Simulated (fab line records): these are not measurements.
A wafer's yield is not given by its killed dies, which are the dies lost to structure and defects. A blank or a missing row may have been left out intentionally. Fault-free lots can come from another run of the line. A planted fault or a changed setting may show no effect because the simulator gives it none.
fab line records	flow rit_cmos
[record] lots = 5	wafers = 15	last_day = 7
route steps=202 shown GATE@77 FOX2@80 M1@202
lots untouched by any fault: they come from a run of this same line in which no faults occurred
start_h: the number of hours between the record's first day and the start of the first shown wafer of the lot	wait_h: hours since the lot's step before	" as in the row above	L1.1+2: a single row standing in for several wafers	- no value, or no start was given	* or withheld: withheld	< > ~ a bound
route shown NAME@n: a module of which the file shows steps, and the number in the route of the first	usual: mean/standard deviation of fault-free wafers	same: alike in all rows	chamber/n: place in a boat	sites: readings site by site	_std_site: their standard deviation	_edge_site: the outer-site mean with the inner-site mean subtracted	radius_mm: how far each site lies from the wafer's centre	mask NAME#n: copy n	behind: the most recent tool/chamber to have shaped the wafer	hold: why the lot went on hold/how many hours it stayed there/how the hold came to an end	device: transistor that didn't switch, given as n, p or np	end of line: the route-end tests of the same wafers	a step without rows: its recipe alone	killed: the dies lost at the first sort to structure and to defects; this is not the yield of the wafer	map: a wafer's dies, x killed, . not, _ none there
set.NAME: setting as actually run; set.NAME@STEP: the setting as run at that earlier step	model.NAME: the simulator's own value behind a step, which no gauge read
lots at selected steps of the route; one table per step, one row per wafer
services: when a tool's chamber went out of use (start_h, in hours from the record's first day, below 0 if earlier), for how many hours, and the reason
[[steps]]
[step RIT_GATE_CLEAN_02]
[recipe] chemistry = dHF	dilution = 50:1	time_s = 30
[step RIT_GATE_CLEAN_03]
[recipe] chemistry = SC2	mix = 3:3:50	time_s = 600	temp_c = 75	dry = n2_spin
[step RIT_GATE_CLEAN_04]
[recipe] chemistry = dHF	dilution = 50:1	time_s = 60	dry = n2_spin
[step RIT_FOX2_THK_MEAS_91]
[recipe] reads = SiO2_of_FOX2_OXIDATION_00
[usual] FIELD_OXIDE_LEFT_2_THK = 255/8.6
lot.wafer	tool	chamber	start_h	wait_h	FIELD_OXIDE_LEFT_2_THK[nm]
L332.1	film_metro-01	-	99.90	0.0	245
L332.4	"	-	"	"	250
L332.6	"	-	"	"	251
L333.1	film_metro-03	-	105.63	0.0	253
L333.5	"	-	"	"	256
L333.6	"	-	"	"	254
L339.2	film_metro-03	-	135.46	0.0	251
L339.4	"	-	"	"	257
L339.6	"	-	"	"	260
L341.2	film_metro-03	-	144.53	0.0	237
L341.3	"	-	"	"	241
L341.4	"	-	"	"	237
L342.2	film_metro-01	-	149.72	0.0	252
L342.4	"	-	"	"	253
L342.6	"	-	"	"	254
[step RIT_GATE_OXIDATION_05]
[recipe] temp_c = 900	ambient = O2	target_thk_a = 30	ox_time_s = 270
[step RIT_GATE_ANNEAL_06]
[recipe] temp_c = 900	time_s = 600	ambient = N2O
[step RIT_GATE_THK_MEAS_07]
[recipe] reads = SiO2_of_GATE_OXIDATION_05
[usual] GATE_OXIDE_THK = 3.03/0.069
lot.wafer	tool	chamber	start_h	wait_h	GATE_OXIDE_THK[nm]
L332.1	film_metro-04	-	101.88	0.0	3.00
L332.4	"	-	"	"	3.08
L332.6	"	-	"	"	3.02
L333.1	film_metro-01	-	110.69	0.0	3.04
L333.5	"	-	"	"	3.05
L333.6	"	-	"	"	3.03
L339.2	film_metro-01	-	139.06	0.0	2.94
L339.4	"	-	"	"	2.99
L339.6	"	-	"	"	2.97
L341.2	film_metro-03	-	145.99	0.0	3.02
L341.3	"	-	"	"	2.99
L341.4	"	-	"	"	3.03
L342.2	film_metro-01	-	153.28	0.0	3.13
L342.4	"	-	"	"	3.10
L342.6	"	-	"	"	3.18
[step RIT_GATE_CVD_08]
[recipe] material = poly-Si	target_thk_nm = 250	temp_c = 610	precursor = SiH4	time_s = 2220	pressure_mtorr = 300	sih4_flow_sccm = 100
[step RIT_GATE_THK_MEAS_09]
[recipe] reads = poly-Si_of_GATE_CVD_08
[usual] GATE_POLY_THK = 250.1/2.5
lot.wafer	tool	chamber	start_h	wait_h	GATE_POLY_THK[nm]
L332.1	film_metro-04	-	103.56	0.0	249.5
L332.4	"	-	"	"	247.9
L332.6	"	-	"	"	248.2
L333.1	film_metro-01	-	112.37	0.0	248.3
L333.5	"	-	"	"	249.3
L333.6	"	-	"	"	250.3
L339.2	film_metro-01	-	141.20	0.0	252.9
L339.4	"	-	"	"	253.0
L339.6	"	-	"	"	253.0
L341.2	film_metro-01	-	147.67	0.0	251.1
L341.3	"	-	"	"	254.1
L341.4	"	-	"	"	251.4
L342.2	film_metro-04	-	156.13	0.0	247.3
L342.4	"	-	"	"	250.3
L342.6	"	-	"	"	250.6
[step RIT_GATE_HMDS_10]
[recipe] prime_time_s = 60	prime_temp_c = 140
[step RIT_GATE_COAT_11]
[recipe] resist = NOVOLAK	spin_rpm = 4250	resist_thk_nm = 850
[step RIT_GATE_SOFTBAKE_12]
[recipe] resist = NOVOLAK	temp_c = 90	time_s = 60
[step RIT_GATE_EXPOSE_13]
[recipe] mask_id = M6	na = 0.6	source_shape = conventional	sigma_outer = 0.6	target_cd_nm = 150	dose_mj = 380
lot.wafer	tool	chamber	start_h	wait_h	mask
L332.1+4+6	iline_stepper-02	0	104.17	0.1	M6#0
L333.1+5+6	iline_stepper-01	0	113.05	0.2	M6_R1#0
L339.2+4+6	iline_stepper-01	0	141.72	0.1	M6#0
L341.2+3+4	iline_stepper-02	0	148.40	0.2	M6#0
L342.2+4+6	iline_stepper-02	0	156.65	0.1	M6#0
[step RIT_GATE_PEB_14]
[recipe] resist = NOVOLAK	temp_c = withheld	time_s = withheld
[step RIT_GATE_DEVELOP_15]
[recipe] resist = NOVOLAK	develop_time_s = 50	dev_temp_c = 22.24
lot.wafer	tool	chamber	start_h	wait_h	model.GATE.cd_nm
L332.1	litho_track-01	0	-	-	147.3
L332.4	"	0	"	"	148
L332.6	"	0	"	"	149.1
L333.1	litho_track-04	0	-	-	163.8
L333.5	"	0	"	"	165.5
L333.6	"	0	"	"	166.3
L339.2	litho_track-01	0	-	-	151.1
L339.4	"	0	"	"	150.5
L339.6	"	0	"	"	150.8
L341.2	litho_track-04	0	-	-	152.1
L341.3	"	0	"	"	154.8
L341.4	"	0	"	"	157
L342.2	litho_track-01	0	-	-	151
L342.4	"	0	"	"	152.1
L342.6	"	0	"	"	153
[step RIT_GATE_CD_MEAS_16]
[recipe] target_cd_nm = 150
[usual] cd_nm = 150.0/2.6
lot.wafer	tool	chamber	start_h	wait_h	cd_nm
L332.1	cd_sem-02	-	104.57	-	147.5
L332.4	"	-	"	"	148.2
L332.6	"	-	"	"	148.8
L333.1	cd_sem-02	-	113.45	-	163.7
L333.5	"	-	"	"	165.6
L333.6	"	-	"	"	166.4
L339.2	cd_sem-02	-	142.12	-	151.0
L339.4	"	-	"	"	150.6
L339.6	"	-	"	"	150.7
L341.2	cd_sem-02	-	148.81	-	152.3
L341.3	"	-	"	"	154.6
L341.4	"	-	"	"	157.3
L342.2	cd_sem-02	-	157.05	-	150.9
L342.4	"	-	"	"	152.1
L342.6	"	-	"	"	153.0
[step RIT_GATE_OVL_MEAS_17]
[usual] GATE_OVL = 0.4/1.5
lot.wafer	tool	chamber	start_h	wait_h	GATE_OVL[nm]
L332.1	overlay-02	-	104.69	0.1	1.1
L332.4	"	-	"	"	1.7
L332.6	"	-	"	"	2.8
L333.1	overlay-01	-	113.57	0.1	1.5
L333.5	"	-	"	"	1.9
L333.6	"	-	"	"	0.9
L339.2	overlay-01	-	142.23	0.1	2.1
L339.4	"	-	"	"	-0.4
L339.6	"	-	"	"	2.2
L341.2	overlay-01	-	148.91	0.1	0.4
L341.3	"	-	"	"	1.5
L341.4	"	-	"	"	1.7
L342.2	overlay-02	-	157.15	0.1	1.7
L342.4	"	-	"	"	0.3
L342.6	"	-	"	"	1.5
[step RIT_GATE_HARDBAKE_18]
[recipe] resist = NOVOLAK	temp_c = 140	time_s = 60
[step RIT_GATE_ETCH_19]
[recipe] chemistry = SF6/CHF3/O2	time_s = 165	SF6_flow_sccm = 30	CHF3_flow_sccm = 30	O2_flow_sccm = 5	target = poly-Si	pressure_mtorr = 40	rf_w = 163	target_depth_a = 3125	over_etch_frac = 0.25	stop_on = SiO2
[usual] drypump_motor_current_A = 5.9/0.3	oes_product_au = 0.854/0.01	throttle_valve_pct = 10.27/0.13
[same] time_s = 165
lot.wafer	tool	chamber	start_h	wait_h	drypump_motor_current_A	oes_product_au	rf_hours_counter_h	throttle_valve_pct	model.GATE.cd_nm
L332.1	rie_si-01	3	105.09	0.1	5.4	0.832	144	10.35	147.2
L332.4	"	2	"	"	6.0	0.860	19	10.37	147.9
L332.6	"	3	"	"	5.4	0.837	-	10.35	149
L333.1	rie_si-02	1	113.76	0.1	5.9	0.857	39	10.47	163.9
L333.5	"	0	"	"	6.6	0.846	-	10.00	165.6
L333.6	"	1	"	"	5.9	0.860	-	10.49	166.4
L339.2	rie_si-02	3	142.41	0.1	5.9	0.860	114	10.28	151.1
L339.4	"	0	"	"	6.6	0.848	62	10.00	150.5
L339.6	"	1	"	"	5.9	0.863	-	10.45	150.8
L341.2	rie_si-02	1	149.09	0.1	5.9	0.859	39	10.48	152.1
L341.3	"	0	"	"	6.6	0.850	62	10.00	154.9
L341.4	"	3	"	"	5.9	0.850	114	10.28	157
L342.2	rie_si-01	2	157.33	0.1	6.0	0.851	19	10.36	150.9
L342.4	"	0	"	"	5.8	0.858	-	10.20	152
L342.6	"	2	"	"	6.0	0.866	-	10.38	152.9
[step RIT_GATE_STRIP_20]
[recipe] chemistry = O2	time_s = 180	resist = NOVOLAK	platen_temp_c = withheld	power_w = 500	pressure_mtorr = 4000	o2_flow_sccm = 4000
[usual] drypump_motor_current_A = 5.7/0.44
[same] time_s = 180
lot.wafer	tool	chamber	start_h	wait_h	drypump_motor_current_A	rf_hours_counter_h
L332.1	plasma_asher-04	0	105.20	0.1	5.4	44
L332.4	"	1	"	"	5.9	-
L332.6	"	1	"	"	5.9	-
L333.1	plasma_asher-04	1	113.87	0.1	5.9	46
L333.5	"	0	"	"	5.4	-
L333.6	"	1	"	"	5.9	-
L339.2	plasma_asher-04	1	142.52	0.1	5.9	49
L339.4	"	0	"	"	5.4	-
L339.6	"	1	"	"	5.9	-
L341.2	plasma_asher-03	0	149.20	0.1	6.3	35
L341.3	"	0	"	"	6.4	-
L341.4	"	1	"	"	5.8	-
L342.2	plasma_asher-04	0	157.44	0.1	5.4	50
L342.4	"	0	"	"	5.4	-
L342.6	"	1	"	"	5.9	-
[step RIT_M1_PROBE_99]
[usual] defect_limited_yield = 97.3/1.3	killed_at_front_end = 7/3.4	killed_dies = 7/3.4	killed_open = 3.4/2	killed_short = 3.6/2.1	sort_bin_3_pad_short = 0.2/0.3	sort_bin_5_function = 1.5/0.83	sort_bin_6_memory = 1.0/0.7	sort_n_pass = 257/3.4	sort_yield_pct = 97.3/1.3
[same] gross_dies = 264	killed_at_M0_to_M3 = 0	killed_at_M4_up = 0	killed_at_back_side = 0	killed_at_contacts = 0	killed_at_other = 0
lot.wafer	tool	chamber	start_h	wait_h	defect_limited_yield[%]	killed_at_front_end	killed_dies	killed_open	killed_short	sort_bin_3_pad_short[%]	sort_bin_5_function[%]	sort_bin_6_memory[%]	sort_n_pass	sort_yield_pct[%]
L339.2	prober-02	-	162.62	0.1	98.5	4	4	2	2	0	1.1	0.4	260	98.5
L339.4	prober-02	-	162.72	0.2	97.7	6	6	4	2	0	1.5	0.8	258	97.7
L339.6	prober-02	-	162.82	0.2	97.0	8	8	4	4	0	2.3	0.8	256	97.0
L341.2	prober-02	-	170.04	0.1	94.7	14	14	6	8	0.8	3.4	1.1	250	94.7
L341.3	prober-02	-	170.09	0.2	97.0	8	8	3	5	0	1.1	1.9	256	97.0
L341.4	prober-02	-	170.14	0.2	98.1	5	5	2	3	0.4	0.8	0.8	259	98.1
L342.2	prober-01	-	177.81	0.1	98.1	5	5	3	2	0	1.1	0.8	259	98.1
L342.4	prober-01	-	177.91	0.2	98.1	5	5	1	4	0	1.9	0	259	98.1
L342.6	prober-01	-	178.01	0.2	98.1	5	5	4	1	0	1.1	0.8	259	98.1
// killed by level:class
L339.2 REOX:geometric_particle:short=2 FOX1:geometric_particle:open=1 FOX2:geometric_particle:open=1
L339.4 SPACER:geometric_particle:open=2 FOX1:geometric_particle:open=1 FOX2:geometric_particle:short=1 GATE:geometric_particle:short=1 REOX:geometric_particle:open=1
L339.6 REOX:geometric_particle:open=3 SPACER:geometric_particle:short=2 FOX2:geometric_particle:short=1 FOX2:geometric_particle:open=1 REOX:geometric_particle:short=1
L341.2 GATE:geometric_particle:short=3 SPACER:geometric_particle:open=3 GATE:geometric_particle:open=2 REOX:geometric_particle:short=2 FOX1:geometric_particle:short=1 FOX1:geometric_particle:open=1 FOX2:geometric_particle:short=1 SILICIDE:geometric_particle:short=1
L341.3 SPACER:geometric_particle:short=3 GATE:geometric_particle:open=2 GATE:geometric_particle:short=2 REOX:geometric_particle:open=1
L341.4 FOX2:geometric_particle:short=1 FOX2:geometric_particle:open=1 GATE:geometric_particle:open=1 GATE:geometric_particle:short=1 SPACER:geometric_particle:short=1
L342.2 GATE:geometric_particle:short=2 GATE:geometric_particle:open=1 SPACER:geometric_particle:open=1 SILICIDE:geometric_particle:open=1
L342.4 GATE:geometric_particle:short=2 FOX1:geometric_particle:short=1 GATE:geometric_particle:open=1 SPACER:geometric_particle:short=1
L342.6 GATE:geometric_particle:open=2 FOX1:geometric_particle:open=1 FOX2:geometric_particle:short=1 SPACER:geometric_particle:open=1
[[services]]
tool	chamber	start_h	hours	kind
iline_stepper-02	-	87.65	1.0	repair
iline_stepper-01	-	99.59	12.5	repair
plasma_asher-03	-	101.48	7.2	repair
iline_stepper-02	-	126.92	3.2	repair
rie_si-02	0	132.46	4.8	repair
iline_stepper-02	-	135.21	9.5	repair
rie_si-01	3	140.74	-	clean
rie_si-01	3	140.74	21.6	scheduled_down
rie_si-01	3	140.74	21.6	vent_cycle
iline_stepper-01	-	144.74	4.4	pm
iline_stepper-01	-	149.18	1.7	pm
[[key]]
[first_sign] step = RIT_GATE_EXPOSE_13	reading = mask	direction = changed
[effect] step = RIT_GATE_CD_MEAS_16	reading = cd_nm	direction = up	sigmas = 5.7	usual = 150.0	struck = 165.3
[model_effect] step = RIT_GATE_DEVELOP_15	value = GATE.cd_nm	without = 150.2	struck = 165.2
[model_effect] step = RIT_GATE_ETCH_19	value = GATE.cd_nm	without = 150.3	struck = 165.3
met_at RIT_GATE_EXPOSE_13
struck_wafers L333.1,L333.5,L333.6
rows_end L333.1,L333.5,L333.6
[fault] kind = wrong_mask	tool = any	chamber = -	onset_h = 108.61	steps = RIT_GATE_EXPOSE_13	aux_copy = M6_R1#0	cd_offset_nm = 15	scope = struck_lots_only
// rows_end: these wafers met a further fault down the route, and their rows from its step on are left out
